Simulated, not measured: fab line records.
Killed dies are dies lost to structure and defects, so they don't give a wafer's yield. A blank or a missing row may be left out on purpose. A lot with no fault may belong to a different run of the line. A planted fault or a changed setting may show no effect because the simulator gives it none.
Split-lot experiment    flow ritCmos    on a route of 202 steps: 5 lots, 23 wafers read

## THE SPLIT
At RIT_SPACER_CVD_03 (deposits Si3N4 from SiH2Cl2/NH3, target thk 250 nm, time 3300 s), the setting pressureMtorr was moved away from the recipe's 300 mTorr on 20 of the 23 wafers read, by -13.8% to +6.0%. For the rest of the wafers, this setting stayed at what the recipe calls for.

The split's own step is where the reading is taken.

## THE READING
Si3N4_of_SPACER_CVD_03.thkNm (the simulator's own value, which no gauge read), in nm, at RIT_SPACER_CVD_03 (deposits Si3N4 from SiH2Cl2/NH3, target thk 250 nm, time 3300 s). The file gives no usual value for it. Across the 3 wafers here that went through the recipe, the average is 252.0 nm and the standard deviation 1.4 nm.

wafer   tool, chamber at the split  pressureMtorr as run, mTorr  against the recipe  Si3N4_of_SPACER_CVD_03.thkNm, nm  against lot-mates on the recipe
L074.1  -, -                        283.8                        -5.4%               250.8                             no lot-mate on the recipe
L074.2  -, -                        283.8                        -5.4%               250.1                             no lot-mate on the recipe
L074.3  -, -                        283.8                        -5.4%               251.4                             no lot-mate on the recipe
L074.4  -, -                        283.8                        -5.4%               252                               no lot-mate on the recipe
L074.5  -, -                        283.8                        -5.4%               249.4                             no lot-mate on the recipe
L077.1  -, -                        276                          -8.0%               243.8                             no lot-mate on the recipe
L077.2  -, -                        276                          -8.0%               243.6                             no lot-mate on the recipe
L077.3  -, -                        276                          -8.0%               242.8                             no lot-mate on the recipe
L077.4  -, -                        276                          -8.0%               243.9                             no lot-mate on the recipe
L077.6  -, -                        276                          -8.0%               245.8                             no lot-mate on the recipe
L078.1  -, -                        317.9                        +6.0%               255.5                             no lot-mate on the recipe
L078.3  -, -                        317.9                        +6.0%               253.6                             no lot-mate on the recipe
L078.4  -, -                        317.9                        +6.0%               253.5                             no lot-mate on the recipe
L078.5  -, -                        317.9                        +6.0%               253.7                             no lot-mate on the recipe
L078.6  -, -                        317.9                        +6.0%               253.9                             no lot-mate on the recipe
L082.1  lpcvd-02, 0                 300                          recipe              250.9                             -
L082.4  lpcvd-02, 0                 300                          recipe              251.2                             -
L082.6  lpcvd-02, 0                 300                          recipe              254                               -
L083.1  -, -                        258.5                        -13.8%              235.3                             no lot-mate on the recipe
L083.3  -, -                        258.5                        -13.8%              239                               no lot-mate on the recipe
L083.4  -, -                        258.5                        -13.8%              236.4                             no lot-mate on the recipe
L083.5  -, -                        258.5                        -13.8%              237.4                             no lot-mate on the recipe
L083.6  -, -                        258.5                        -13.8%              238                               no lot-mate on the recipe

THE FIT
A straight line over all 23 wafers: Si3N4_of_SPACER_CVD_03.thkNm changes by +0.838 nm for each +1% of pressureMtorr; r = +0.91; the points scatter about the line by 2.8 nm.
Too few moved wafers have a lot-mate on the recipe to fit a line with each lot's own level taken away.

## THE FILE'S OWN FIT
Si3N4_of_SPACER_CVD_03.thkNm changes by +0.839 nm for each +1% of pressureMtorr, r = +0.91.
